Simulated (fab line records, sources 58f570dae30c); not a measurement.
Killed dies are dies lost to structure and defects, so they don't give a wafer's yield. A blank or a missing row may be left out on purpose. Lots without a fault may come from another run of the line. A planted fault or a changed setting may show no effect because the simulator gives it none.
Problem report in the 8D (eight disciplines) form, filled by code | flow berkeley_cmos170 | the parts of the form that need people (team, actions taken, sign-off) are left out

1. THE PROBLEM
run_length_s at UCB170_GATE_ETCH_15 reads a mean of 62.4 s on 6 wafers of 2 lots; wafers without a fault read 84.7 s with a standard deviation of 0.5. That is -45 standard deviations from the usual mean.
The step: etches poly-Si in HBr/Cl2, stops on SiO2, time 56.3 s, target depth 278.2 nm.
First seen on wafer L200.1, day 9 19:59, on rie_si-01. The record holds 42 wafers of 14 lots with a number at this step. Rule for "out", or "out of limits": more than 4 standard deviations from the usual mean. The other wafers with a number count as sound.

2. WHAT IT IS AND WHAT IT IS NOT
question                    | is                           | is not
which readings at this step | run_length_s, oes_product_au | drypump_motor_current_A, throttle_valve_pct
which lots                  | L200, L201                   | L182, L184, L185, L186, L187, L189, L190, L191, L193, L194, L195, L196
which wafers of those lots  | all that have a number       | -
read on which tools         | rie_si-01                    | rie_si-02
when                        | from day 9 19:59             | up to then (36 sound wafers)

3. SUSPECTS, AND WHAT RULES EACH OUT
Counting: a tool at a process step up to the reading stays a suspect if it ran every lot that is out and no sound lot after the first of them.
- rie_si-01 at UCB170_GATE_ETCH_15 (etches poly-Si in HBr/Cl2, stops on SiO2, time 56.3 s, target depth 278.2 nm): kept. It ran every lot that is out, first L200 (day 9 19:59), and no sound lot after that; its last sound lot up to then is L196 (day 9 07:56). Its own readings are out on those wafers: oes_product_au, run_length_s.
Left after counting: rie_si-01 at UCB170_GATE_ETCH_15.

4. THE CAUSE (what the simulator had put in)
Process parameter drift: rie_si-01, from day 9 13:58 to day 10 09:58, at UCB170_GATE_ETCH_15. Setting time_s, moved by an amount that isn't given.
Counting left only this tool.

5. THE CHAIN OF EFFECTS, in route order
Each row: a reading whose mean over the struck wafers that have a number lies more than 3 standard deviations from the usual. Only readings for which the record gives a usual standard deviation are gone through. hours: the time from each lot's start at the first step in this table that gives one to its start at this step, as a median over the lots. sigmas: the change in usual standard deviations.
hours | step                | reading        | usual      | on struck wafers | change | sigmas
0     | UCB170_GATE_ETCH_15 | oes_product_au | 0.830 a.u. | 0.982            | +0.152 | +8.9
0     | UCB170_GATE_ETCH_15 | run_length_s   | 84.7 s     | 62.4             | -22.3  | -45
The process steps in it:
- UCB170_GATE_ETCH_15: etches poly-Si in HBr/Cl2, stops on SiO2, time 56.3 s, target depth 278.2 nm.
Readings that are blank on the struck wafers while sound wafers have them: bias_w at UCB170_GATE_ETCH_15.

6. WHAT WOULD HAVE CAUGHT IT SOONER
In this record the first reading out of limits was taken at day 9 19:59, 6 hours after the fault began at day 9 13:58.
